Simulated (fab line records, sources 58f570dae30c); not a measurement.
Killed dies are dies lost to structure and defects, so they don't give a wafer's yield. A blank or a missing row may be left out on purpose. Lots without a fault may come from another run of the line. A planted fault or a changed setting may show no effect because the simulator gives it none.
fab line records | flow berkeley_cmos170
record lots=5 wafers=23
route steps=331 shown NLDD@159 CONTACT@217 M1@250 M2@278 V2@306 M3@310
start_h: hours from the record's first day to the start of the lot's first wafer shown | wait_h: hours since the lot's step before | " the same as in the row above | L1.1+2: a row that stands for several wafers | - no value, or no start given | * or withheld: withheld | < > ~ a bound
route shown NAME@n: a module of which the file shows steps, and the number in the route of the first | usual: mean/standard deviation of fault-free wafers | same: alike in all rows | chamber/n: place in a boat | sites: the reading at each site | _std_site: their standard deviation | _edge_site: outer sites' mean less inner sites' | radius_mm: how far each site lies from the wafer's centre | mask NAME#n: copy n | behind: the tool/chamber that last shaped the wafer | hold: why the lot was held/for how many hours/how that ended | device: the transistor (n, p or np) that didn't switch | end of line: the same wafers' tests at the end of the route | a step without rows: its recipe alone | killed: dies lost to structure and defects at the first sort, not the wafer's yield | map: a wafer's dies, x killed, . not, _ none there
set.NAME: the setting as run; set.NAME@STEP: as run at that earlier step | model.NAME: the simulator's own value behind a step, which no gauge read
lots whose settings were changed on purpose; a table a step, a row a wafer
## steps
# step UCB170_NLDD_COAT_01
# recipe resist=KrF spin_rpm=1500 resist_thk_nm=900
# columns lot.wafer tool chamber start_h wait_h set.resist_thk_nm model.KrF_of_NLDD_COAT_01.thk_nm
L075.3 litho_track-03 0 121.85 0.1 900 903.7
L075.4 " 0 " " 900 902.7
L075.5 " 0 " " 900 904.1
L076.1 litho_track-01 0 122.18 0.1 913.8 918.2
L076.2 " 0 " " 900 904
L076.4 " 0 " " 900 904.8
L076.5 " 0 " " 913.8 921.3
L076.6 " 0 " " 900 905.4
L077.1 litho_track-03 0 137.09 0.1 900 903.9
L077.3 " 0 " " 900 904.4
L077.4 " 0 " " 900 902.1
L077.5 " 0 " " 900 902.3
L077.6 " 0 " " 900 903.6
L079.1 litho_track-01 0 152.26 0.1 900 901.8
L079.3 " 0 " " 900 900.8
L079.4 " 0 " " 870.1 870.5
L079.5 " 0 " " 870.1 871.5
L079.6 " 0 " " 900 899.6
L082.1 litho_track-03 0 153.11 0.1 900 902.2
L082.2 " 0 " " 900 900.8
L082.3 " 0 " " 924.6 926.7
L082.4 " 0 " " 924.6 925.3
L082.5 " 0 " " 900 904.2
# step UCB170_NLDD_IMPLANT_09
# recipe species=As dose_cm2=5e+13 energy_kev=30 tilt_deg=7 rotation_deg=180
# columns lot.wafer tool chamber start_h wait_h set.energy_kev model.implant.rp_nm model.implant.drp_nm
L075.3+4+5 implanter-02 0 122.97 0.1 30 21.3 9.611
L076.1+4+6 implanter-01 0 123.30 0.1 30 21.6 9.611
L076.2+5 " 0 " " 29 21.05 9.377
L077.1+3+6 implanter-01 0 138.29 0.1 30.91 21.97 9.823
L077.4+5 " 0 " " 30 21.47 9.611
L079.1+3+5 implanter-03 0 153.51 0.1 30 21.97 9.611
L079.4+6 " 0 " " 28.79 21.29 9.328
L082.1+2 implanter-03 0 154.34 0.1 30 21.31 9.611
L082.3+4+5 " 0 " " 31.38 22.05 9.933
# step UCB170_NLDD_STRIP_10
# recipe chemistry=O2 power_w=400 pressure_mtorr=3500 platen_temp_c=withheld o2_flow_sccm=400 overash_fraction=0.5
# usual strip_time_to_endpoint_s=21.66/0.055
# columns lot.wafer tool chamber start_h wait_h set.resist_thk_nm@NLDD_COAT_01 strip_time_to_endpoint_s
L075.3 plasma_asher-01 1 123.10 0.1 900 21.71
L075.4 " 0 " " 900 21.69
L075.5 " 0 " " 900 21.72
L076.1 plasma_asher-04 1 123.45 0.1 913.8 22.05
L076.2 " 0 " " 900 21.73
L076.4 " 1 " " 900 21.74
L076.5 " 1 " " 913.8 22.15
L076.6 " 0 " " 900 21.74
L077.1 plasma_asher-01 1 138.44 0.1 900 21.72
L077.3 " 1 " " 900 21.73
L077.4 " 0 " " 900 21.69
L077.5 " 1 " " 900 21.68
L077.6 " 0 " " 900 21.71
L079.1 plasma_asher-01 1 153.66 0.1 900 21.66
L079.3 " 1 " " 900 21.64
L079.4 " 0 " " 870.1 20.93
L079.5 " 0 " " 870.1 20.94
L079.6 " 1 " " 900 21.62
L082.1 plasma_asher-03 1 154.49 0.1 900 21.68
L082.2 " 0 " " 900 21.65
L082.3 " 1 " " 924.6 22.25
L082.4 " 0 " " 924.6 22.24
L082.5 " 0 " " 900 21.72
# step UCB170_CONTACT_CVD_01
# recipe material=PSG target_thk_nm=700 temp_c=450 precursor=SiH4/O2/PH3 time_s=2820 pressure_mtorr=300 sih4_flow_sccm=60 o2_flow_sccm=90 ph3_flow_sccm=25
# columns lot.wafer tool chamber start_h wait_h set.o2_flow_sccm model.PSG_of_CONTACT_CVD_01.thk_nm
L075.3 lpcvd-01 0 137.14 1.5 90 702
L075.4 " 0 " " 90 695.8
L075.5 " 0 " " 90 699.8
L076.1 - - - 1.4 90 699.3
L076.2 " - " " 90 707.5
L076.4 " - " " 90 708.6
L076.5 " - " " 90 700.1
L076.6 " - " " 90 703.2
L077.1 - - - 0.0 94.73 721.1
L077.3 " - " " 94.73 719.4
L077.4 " - " " 94.73 724.1
L077.5 " - " " 94.73 720.4
L077.6 " - " " 94.73 723.2
L079.1 - - - 0.0 77.98 652.4
L079.3 " - " " 77.98 655.1
L079.4 " - " " 77.98 655.6
L079.5 " - " " 77.98 654.1
L079.6 " - " " 77.98 652.1
L082.1 - - - 0.9 90 682.6
L082.2 " - " " 90 685.3
L082.3 " - " " 90 683.6
L082.4 " - " " 90 684.7
L082.5 " - " " 90 691.3
# step UCB170_CONTACT_ETCH_18
# recipe chemistry=CHF3/CF4/Ar target=PSG stop_on=TiSi2 CHF3_flow_sccm=45 cf4_flow_sccm=15 Ar_flow_sccm=150 pressure_mtorr=200 rf_w=700 target_depth_a=8400 over_etch_frac=0.2 time_s=195
# columns lot.wafer tool chamber start_h wait_h set.rf_w model.KrF_of_CONTACT_COAT_10.thk_nm
L076.1 rie_diel-01 2 - - 700 693.5
L076.2 " 0 " " 700 689.4
L076.4 " 3 " " 700 689.9
L076.5 " 3 " " 700 689
L076.6 " 2 " " 700 691.1
L075.3 rie_diel-04 3 - - 700 693.7
L075.4 " 1 " " 700 689.2
L075.5 " 3 " " 700 694.1
L077.1 rie_diel-03 3 - - 630.5 706.9
L077.3 " 0 " " 700 697
L077.4 " 2 " " 630.5 708.6
L077.5 " 3 " " 700 696.7
L077.6 " 0 " " 700 699.1
L079.1 rie_diel-03 2 - - 629.2 705.8
L079.3 " 1 " " 629.2 706
L079.4 " 3 " " 629.2 705
L079.5 " 3 " " 700 693.7
L079.6 " 0 " " 700 694.5
L082.1 rie_diel-01 0 - - 700 694
L082.2 " 2 " " 700 691.9
L082.3 " 1 " " 730.1 687.5
L082.4 " 3 " " 730.1 690.8
L082.5 " 0 " " 730.1 687.6
# step UCB170_M1_METAL_ETCH_12
# recipe chemistry=Cl2/BCl3 target=Al stop_on=PSG pressure_mtorr=12 target_depth_a=7800 over_etch_frac=0.3 time_s=130 icp_w=600 bias_w=120 Cl2_flow_sccm=90 bcl3_flow_sccm=45
# columns lot.wafer tool chamber start_h wait_h set.time_s set.o2_flow_sccm@CONTACT_CVD_01 model.KrF_of_M1_COAT_04.thk_nm model.PSG_of_CONTACT_CVD_01.thk_nm
L076.1 rie_metal-03 0 142.79 - 130 90 440.6 662
L076.2 " 1 " " 130 90 435.7 669.6
L076.4 " 1 " " 130 90 430.2 670.5
L076.5 " 0 " " 130 90 439.9 662.8
L076.6 " 1 " " 130 90 433.7 665.3
L075.3 rie_metal-02 1 143.30 - 130 90 439.1 665
L075.4 " 0 " " 130 90 436.2 658.4
L075.5 " 1 " " 130 90 441.5 662.8
L077.1 rie_metal-03 0 154.77 - 138.3 94.73 407.9 681
L077.3 " 1 " " 138.3 94.73 406.2 679.3
L077.4 " 0 " " 138.3 94.73 414 684
L077.5 " 0 " " 130 94.73 440.5 683.4
L077.6 " 1 " " 130 94.73 437.5 685.9
L079.1 rie_metal-03 0 170.49 - 145.7 77.98 380.7 609.7
L079.3 " 0 " " 130 77.98 433 617.5
L079.4 " 0 " " 130 77.98 436.1 618.3
L079.5 " 0 " " 145.7 77.98 383.1 611.4
L079.6 " 0 " " 145.7 77.98 385.4 609.4
L082.1 rie_metal-01 0 172.42 - 130 90 435.7 645.2
L082.2 " 1 " " 130 90 424.9 647.4
L082.3 " 1 " " 130 90 428.9 645.9
L082.4 " 0 " " 130 90 439.8 647.3
L082.5 " 0 " " 130 90 441 654
# step UCB170_M2_STRIP_07
# recipe chemistry=O2 power_w=400 pressure_mtorr=3500 platen_temp_c=withheld o2_flow_sccm=400 overash_fraction=0.5
# usual strip_time_to_endpoint_s=22.02/0.067
# columns lot.wafer tool chamber start_h wait_h set.o2_flow_sccm strip_time_to_endpoint_s
L076.1 plasma_asher-02 0 149.67 0.1 400 22.03
L076.2 " 1 " " 400 22.04
L076.4 " 1 " " 400 22.02
L076.5 " 0 " " 352.7 22.41
L076.6 " 1 " " 352.7 22.44
L075.3 plasma_asher-04 1 150.31 0.1 400 21.98
L075.4 " 0 " " 400 22.02
L075.5 " 1 " " 400 21.98
L077.1 plasma_asher-01 0 162.58 0.1 400 22.02
L077.3 " 0 " " 351.2 22.32
L077.4 " 1 " " 400 21.99
L077.5 " 1 " " 400 21.99
L077.6 " 0 " " 351.2 22.54
L082.1 plasma_asher-02 0 177.99 0.1 400 22.01
L082.2 " 1 " " 400 21.95
L082.3 " 0 " " 400 21.95
L082.4 " 1 " " 400 22.00
L082.5 " 0 " " 400 21.99
L079.1 plasma_asher-04 1 178.15 0.1 400 21.99
L079.3 " 1 " " 400 21.95
L079.4 " 0 " " 400 21.93
L079.5 " 0 " " 400 21.89
L079.6 " 1 " " 400 21.89
# step UCB170_M2_METAL_ETCH_18
# recipe chemistry=Cl2/BCl3 target=Al stop_on=SiO2 pressure_mtorr=12 target_depth_a=11700 over_etch_frac=0.3 time_s=195 icp_w=600 bias_w=120 Cl2_flow_sccm=90 bcl3_flow_sccm=45
# columns lot.wafer tool chamber start_h wait_h set.icp_w model.KrF_of_M2_COAT_10.thk_nm model.SiO2_of_V1_CVD_00.thk_nm
L076.1 rie_metal-04 0 151.96 - 536.5 301.5 944.4
L076.2 " 1 " " 600 242 940.2
L076.4 " 0 " " 536.5 298.3 944.2
L076.5 " 1 " " 600 237.8 939.7
L076.6 " 0 " " 536.5 298.7 943.5
L075.3 rie_metal-01 0 152.44 - 600 244.2 940.2
L075.4 " 1 " " 600 231.4 938.5
L075.5 " 1 " " 600 231.2 937.8
L077.1 rie_metal-04 1 164.23 - 566 267 940.6
L077.3 " 0 " " 600 233.6 937.9
L077.4 " 1 " " 600 239.3 938.5
L077.5 " 0 " " 566 261 940.6
L077.6 " 1 " " 566 276.4 942.8
L082.1 rie_metal-01 0 179.80 - 573.1 263.6 941
L082.2 " 1 " " 573.1 254.8 940.5
L082.3 " 1 " " 573.1 257.7 941.8
L082.4 " 0 " " 600 240.2 939
L082.5 " 0 " " 600 241.1 939.4
L079.1 rie_metal-02 1 180.08 - 600 229.6 939
L079.3 " 1 " " 600 236.2 937.2
L079.4 " 0 " " 528.3 304 942.5
L079.5 " 1 " " 600 233.6 937.9
L079.6 " 0 " " 528.3 295.5 942.4
# step UCB170_M2_STRIP_19
# recipe chemistry=O2 power_w=400 pressure_mtorr=3500 platen_temp_c=withheld o2_flow_sccm=400 overash_fraction=0.5
# usual oes_product_au=0.568/0.01
# columns lot.wafer tool chamber start_h wait_h set.icp_w@M2_METAL_ETCH_18 oes_product_au
L076.1 plasma_asher-04 1 152.14 0.1 536.5 0.633
L076.2 " 0 " " 600 0.575
L076.4 " 0 " " 536.5 0.637
L076.5 " 1 " " 600 0.567
L076.6 " 0 " " 536.5 0.628
L075.3 plasma_asher-02 0 152.60 0.1 600 0.587
L075.4 " 1 " " 600 0.559
L075.5 " 0 " " 600 0.561
L077.1 plasma_asher-02 0 164.41 0.1 566 0.586
L077.3 " 0 " " 600 0.557
L077.4 " 1 " " 600 0.573
L077.5 " 0 " " 566 0.590
L077.6 " 1 " " 566 0.619
L082.1 plasma_asher-04 1 179.99 0.1 573.1 0.600
L082.2 " 0 " " 573.1 0.579
L082.3 " 1 " " 573.1 0.587
L082.4 " 0 " " 600 0.570
L082.5 " 0 " " 600 0.573
L079.1 plasma_asher-01 1 180.27 0.1 600 0.554
L079.3 " 1 " " 600 0.567
L079.4 " 0 " " 528.3 0.638
L079.5 " 1 " " 600 0.561
L079.6 " 0 " " 528.3 0.632
# step UCB170_V2_ETCH_14
# recipe chemistry=CHF3/CF4/Ar target=SiO2 stop_on=Al CHF3_flow_sccm=45 cf4_flow_sccm=15 Ar_flow_sccm=150 pressure_mtorr=200 rf_w=700 target_depth_a=12500 over_etch_frac=0.25 time_s=291
# columns lot.wafer tool chamber start_h wait_h set.rf_w model.KrF_of_V2_COAT_07.thk_nm
L076.1+5 rie_diel-03 1 154.53 0.0 700 611.1
L076.2 " 2 " " 700 610.1
L076.4 " 0 " " 647.5 624.5
L076.6 " 0 " " 647.5 621.4
L075.3 rie_diel-01 2 155.08 0.0 700 611.1
L075.4 " 3 " " 700 610.7
L075.5 " 1 " " 700 613.7
L077.1 rie_diel-04 2 166.68 0.0 700 604.8
L077.3 " 0 " " 700 613.9
L077.4 " 1 " " 700 606.7
L077.5 " 1 " " 700 605.9
L077.6 " 2 " " 700 606.4
L082.1 rie_diel-04 3 182.35 0.0 730.5 611.6
L082.2 " 0 " " 700 622.3
L082.3 " 1 " " 730.5 612.9
L082.4 " 2 " " 730.5 607
L082.5 " 1 " " 700 618.1
L079.1 rie_diel-01 0 182.59 0.0 700 608.9
L079.3 " 3 " " 700 611.4
L079.4 " 1 " " 700 612.4
L079.5 " 1 " " 700 611.1
L079.6 " 0 " " 700 611.6
# step UCB170_V2_STRIP_15
# recipe chemistry=O2 power_w=400 pressure_mtorr=3500 platen_temp_c=withheld o2_flow_sccm=400 overash_fraction=0.5
# usual strip_time_to_endpoint_s=15.34/0.095
# columns lot.wafer tool chamber start_h wait_h set.rf_w@V2_ETCH_14 strip_time_to_endpoint_s
L076.1 plasma_asher-04 1 154.71 0.1 700 15.33
L076.2 " 0 " " 700 15.32
L076.4 " 0 " " 647.5 15.66
L076.5 " 1 " " 700 15.32
L076.6 " 0 " " 647.5 15.58
L075.3 plasma_asher-01 1 155.30 0.1 700 15.33
L075.4 " 0 " " 700 15.32
L075.5 " 0 " " 700 15.38
L077.1 plasma_asher-01 1 166.86 0.1 700 15.19
L077.3 " 1 " " 700 15.41
L077.4 " 0 " " 700 15.22
L077.5 " 1 " " 700 15.22
L077.6 " 0 " " 700 15.23
L082.1 plasma_asher-04 1 182.53 0.1 730.5 15.34
L082.2 " 0 " " 700 15.60
L082.3 " 1 " " 730.5 15.38
L082.4 " 0 " " 730.5 15.25
L082.5 " 0 " " 700 15.49
L079.1 plasma_asher-01 1 182.77 0.1 700 15.29
L079.3 " 1 " " 700 15.35
L079.4 " 0 " " 700 15.36
L079.5 " 0 " " 700 15.34
L079.6 " 1 " " 700 15.35
# step UCB170_M3_SPUTTER_01
# recipe material=Al target_thk_nm=900 time_s=120 power_w=6000 chamber_pressure_pa=0.5
# columns lot.wafer tool chamber start_h wait_h set.chamber_pressure_pa model.Al_of_M3_SPUTTER_01.thk_nm
L076.1 pvd_sputter-02 - 154.99 0.0 0.4607 915.7
L076.2 " - " " 0.4607 916.9
L076.4 " - " " 0.4607 918.3
L076.5 " - " " 0.4607 909.6
L076.6 " - " " 0.4607 911.9
L075.3 pvd_sputter-04 - 155.55 0.0 0.5 902.7
L075.4 " - " " 0.5 905.1
L075.5 " - " " 0.5 917.4
L077.1 pvd_sputter-04 - 167.15 0.0 0.472 925.8
L077.3 " - " " 0.472 925.4
L077.4 " - " " 0.472 917.7
L077.5 " - " " 0.472 922.9
L077.6 " - " " 0.472 922.1
L082.1 pvd_sputter-02 - 182.82 0.0 0.5 897.3
L082.2 " - " " 0.5 903.9
L082.3 " - " " 0.5 894.1
L082.4 " - " " 0.5 903.2
L082.5 " - " " 0.5 895.2
L079.1 pvd_sputter-01 - 183.06 0.0 0.5499 894.3
L079.3 " - " " 0.5499 890.4
L079.4 " - " " 0.5499 885.9
L079.5 " - " " 0.5499 892.6
L079.6 " - " " 0.5499 886.7
# step UCB170_M3_METAL_ETCH_18
# recipe chemistry=Cl2/BCl3 target=Al stop_on=SiO2 pressure_mtorr=12 target_depth_a=11700 over_etch_frac=0.3 time_s=195 icp_w=600 bias_w=120 Cl2_flow_sccm=90 bcl3_flow_sccm=45
# columns lot.wafer tool chamber start_h wait_h set.over_etch_frac model.KrF_of_M3_COAT_10.thk_nm
L076.1 rie_metal-01 0 157.31 - 0.3 234.9
L076.2 " 1 " " 0.3 221.3
L076.4 " 1 " " 0.3 221.9
L076.5 " 0 " " 0.3 237.7
L076.6 " 1 " " 0.3 216.7
L075.3 rie_metal-03 0 157.98 - 0.3 224
L075.4+5 " 1 " " 0.3 223.9
L077.1 rie_metal-01 0 169.49 - 0.3 241.9
L077.3 " 0 " " 0.3813 197.6
L077.4 " 1 " " 0.3813 187.8
L077.5 " 0 " " 0.3813 197.5
L077.6 " 1 " " 0.3 229.1
L082.1 rie_metal-03 0 185.10 - 0.3607 190.6
L082.2+3 " 0 " " 0.3 218.1
L082.4 " 0 " " 0.3607 189.9
L082.5 " 0 " " 0.3607 185.5
L079.1 rie_metal-04 1 185.65 - 0.3 228.4
L079.3 " 0 " " 0.2672 245.6
L079.4 " 1 " " 0.2672 249.7
L079.5 " 1 " " 0.3 233
L079.6 " 0 " " 0.2672 249.3
# step UCB170_M3_STRIP_19
# recipe chemistry=O2 power_w=400 pressure_mtorr=3500 platen_temp_c=withheld o2_flow_sccm=400 overash_fraction=0.5
# usual oes_product_au=0.560/0.012
# columns lot.wafer tool chamber start_h wait_h set.over_etch_frac@M3_METAL_ETCH_18 oes_product_au
L076.1 plasma_asher-02 1 157.50 0.1 0.3 0.564
L076.2 " 0 " " 0.3 0.548
L076.4 " 1 " " 0.3 0.558
L076.5 " 1 " " 0.3 0.572
L076.6 " 0 " " 0.3 0.547
L075.3 plasma_asher-02 0 158.14 0.1 0.3 0.552
L075.4 " 1 " " 0.3 0.549
L075.5 " 1 " " 0.3 0.556
L077.1 plasma_asher-03 1 169.68 0.1 0.3 0.576
L077.3 " 0 " " 0.3813 0.530
L077.4 " 1 " " 0.3813 0.519
L077.5 " 1 " " 0.3813 0.529
L077.6 " 0 " " 0.3 0.552
L082.1 plasma_asher-04 1 185.47 0.3 0.3607 0.519
L082.2 " 0 " " 0.3 0.541
L082.3 " 0 " " 0.3 0.549
L082.4 " 1 " " 0.3607 0.513
L082.5 " 1 " " 0.3607 0.517
L079.1 plasma_asher-03 0 185.84 0.1 0.3 0.565
L079.3 " 0 " " 0.2672 0.585
L079.4 " 1 " " 0.2672 0.581
L079.5 " 1 " " 0.3 0.567
L079.6 " 0 " " 0.2672 0.577
## key
split step=UCB170_NLDD_COAT_01 setting=resist_thk_nm stated=900 by=wafer
response step=UCB170_NLDD_COAT_01 reading=model.KrF_of_NLDD_COAT_01.thk_nm change=+8.93 per=1% r=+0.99
response step=UCB170_NLDD_STRIP_10 reading=strip_time_to_endpoint_s change=* per=1% r=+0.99
split step=UCB170_NLDD_IMPLANT_09 setting=energy_kev stated=30 by=wafer
response step=UCB170_NLDD_IMPLANT_09 reading=model.implant.rp_nm change=+0.164 per=1% r=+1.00
response step=UCB170_NLDD_IMPLANT_09 reading=model.implant.drp_nm change=+0.0702 per=1% r=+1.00
split step=UCB170_CONTACT_CVD_01 setting=o2_flow_sccm stated=90 by=lot
response step=UCB170_CONTACT_CVD_01 reading=model.PSG_of_CONTACT_CVD_01.thk_nm change=+3.48 per=1% r=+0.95
response step=UCB170_M1_METAL_ETCH_12 reading=model.PSG_of_CONTACT_CVD_01.thk_nm change=+3.62 per=1% r=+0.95
split step=UCB170_CONTACT_ETCH_18 setting=rf_w stated=700 by=wafer
response step=UCB170_CONTACT_ETCH_18 reading=model.KrF_of_CONTACT_COAT_10.thk_nm change=-1.07 per=1% r=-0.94
split step=UCB170_M1_METAL_ETCH_12 setting=time_s stated=130 by=wafer
response step=UCB170_M1_METAL_ETCH_12 reading=model.KrF_of_M1_COAT_04.thk_nm change=-4.35 per=1% r=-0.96
split step=UCB170_M2_STRIP_07 setting=o2_flow_sccm stated=400 by=wafer
response step=UCB170_M2_STRIP_07 reading=strip_time_to_endpoint_s change=* per=1% r=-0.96
split step=UCB170_M2_METAL_ETCH_18 setting=icp_w stated=600 by=wafer
response step=UCB170_M2_METAL_ETCH_18 reading=model.KrF_of_M2_COAT_10.thk_nm change=-5.49 per=1% r=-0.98
response step=UCB170_M2_METAL_ETCH_18 reading=model.SiO2_of_V1_CVD_00.thk_nm change=-0.398 per=1% r=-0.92
response step=UCB170_M2_STRIP_19 reading=oes_product_au change=-0.00589 per=1% r=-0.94
split step=UCB170_V2_ETCH_14 setting=rf_w stated=700 by=wafer
response step=UCB170_V2_ETCH_14 reading=model.KrF_of_V2_COAT_07.thk_nm change=-1.78 per=1% r=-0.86
response step=UCB170_V2_STRIP_15 reading=strip_time_to_endpoint_s change=* per=1% r=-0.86
split step=UCB170_M3_SPUTTER_01 setting=chamber_pressure_pa stated=0.5 by=lot
response step=UCB170_M3_SPUTTER_01 reading=model.Al_of_M3_SPUTTER_01.thk_nm change=-1.67 per=1% r=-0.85
split step=UCB170_M3_METAL_ETCH_18 setting=over_etch_frac stated=0.3 by=wafer
response step=UCB170_M3_METAL_ETCH_18 reading=model.KrF_of_M3_COAT_10.thk_nm change=-1.51 per=1% r=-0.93
response step=UCB170_M3_STRIP_19 reading=oes_product_au change=-0.0014 per=1% r=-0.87
